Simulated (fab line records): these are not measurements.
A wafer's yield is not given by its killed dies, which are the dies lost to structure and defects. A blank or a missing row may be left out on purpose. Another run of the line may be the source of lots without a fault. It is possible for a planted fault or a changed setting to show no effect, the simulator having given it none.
Tool commonality check | flow berkeley cmos170 | Sampled: 13 lots, 42 wafers

WHY IT WAS OPENED
UCB170_NLDD_TW_MEAS_11, reading NLDD_TW: flagged on 1 of 13 lots. Fault-free wafers read 2212, with a standard deviation of 21.
Rule: flag the lot when none of its wafers has a number, or when each of its wafers that has one lies beyond 4 standard deviations from that mean. All remaining lots are regarded as sound.

lot  | measured     | on            | NLDD_TW, wafer by wafer       | flag
L867 | day 7 16:46  | film metro-01 | 2186 2194 2180                |
L869 | day 8 04:10  | film metro-01 | 2209 2205 2208                |
L870 | day 8 04:25  | film metro-04 | 2234 2227 2255                |
L873 | day 9 06:21  | film metro-01 | 2101 2092 2100 2106 2103 2100 | FLAGGED
L879 | day 9 20:42  | film metro-03 | 2212 2228 2236                |
L880 | day 10 18:14 | film metro-01 | 2191 2199 2198                |
L881 | day 10 18:35 | film metro-01 | 2204 2199 2201                |
L883 | day 11 09:37 | film metro-03 | 2224 2221 2215                |
L884 | day 11 09:50 | film metro-01 | 2190 2194 2179                |
L886 | day 12 00:47 | film metro-01 | 2183 2187 2186                |
L888 | day 12 01:13 | film metro-04 | 2237 2219 2237                |
L887 | day 12 01:26 | film metro-03 | 2223 2210 2216                |
L889 | day 12 11:05 | film metro-01 | 2199 2196 2196                |
Average over the flagged lots: 2100; offset from the usual -112, equal to -5 standard deviations.

TOOL THAT RAN EACH LOT
The record keeps 1 process step preceding the reading, out of 331 steps on the route. Each cell gives the tool, then ch followed by the chambers the sampled wafers passed through, then the start.
lot  | flag    | UCB170_NLDD_IMPLANT_09
L867 |         | implanter-03 ch 0, day 7 16:31
L869 |         | implanter-02 ch 0, day 8 03:55
L870 |         | implanter-01 ch 0, day 8 04:10
L873 | FLAGGED | implanter-02 ch 0, day 9 06:07
L879 |         | implanter-01 ch 0, day 9 20:27
L880 |         | implanter-01 ch 0, day 10 17:59
L881 |         | implanter-03 ch 0, day 10 18:22
L883 |         | implanter-03 ch 0, day 11 09:24
L884 |         | implanter-01 ch 0, day 11 09:35
L886 |         | implanter-03 ch 0, day 12 00:33
L888 |         | implanter-02 ch 0, day 12 01:00
L887 |         | implanter-03 ch 0, day 12 01:12
L889 |         | implanter-02 ch 0, day 12 10:50
What these steps do:
- UCB170_NLDD_IMPLANT_09
- UCB170_NLDD_TW_MEAS_11

FLAGGED OVER TOTAL, TOOL BY TOOL (the gauges that took the reading come last)
step                   | tool          | lots run | flagged | share of the flagged lots | sound lots run after its first flagged lot
UCB170_NLDD_IMPLANT_09 | implanter-01  | 4        | 0       | none                      | -
UCB170_NLDD_IMPLANT_09 | implanter-02  | 4        | 1       | all                       | 2 (L888,L889)
UCB170_NLDD_IMPLANT_09 | implanter-03  | 5        | 0       | none                      | -
UCB170_NLDD_TW_MEAS_11 | film metro-01 | 8        | 1       | all                       | 5 (L880,L881,L884,L886,L889)
UCB170_NLDD_TW_MEAS_11 | film metro-03 | 3        | 0       | none                      | -
UCB170_NLDD_TW_MEAS_11 | film metro-04 | 2        | 0       | none                      | -

WHAT THE TABLE PERMITS
Rows of the table that ran all the flagged lots, 2 in number: implanter-02 at UCB170_NLDD_IMPLANT_09; film metro-01 at UCB170_NLDD_TW_MEAS_11.
- implanter-02 at UCB170_NLDD_IMPLANT_09: 1 of its 4 lots flagged. Sound lots followed the first flagged one (L888, L889) on it, something a lasting fault affecting the whole tool could not allow. Its own readings lie more than 4 standard deviations out on every wafer of the flagged lots: tilt deg.
- film metro-01 at UCB170_NLDD_TW_MEAS_11: 1 of its 8 lots flagged. Sound lots followed the first flagged one (L880, L881, L884, L886, L889) on it, something a lasting fault affecting the whole tool could not allow.
Not one row of the table ran every flagged lot while running no sound lot after the first.

WHAT THE SIMULATOR HAD PUT IN
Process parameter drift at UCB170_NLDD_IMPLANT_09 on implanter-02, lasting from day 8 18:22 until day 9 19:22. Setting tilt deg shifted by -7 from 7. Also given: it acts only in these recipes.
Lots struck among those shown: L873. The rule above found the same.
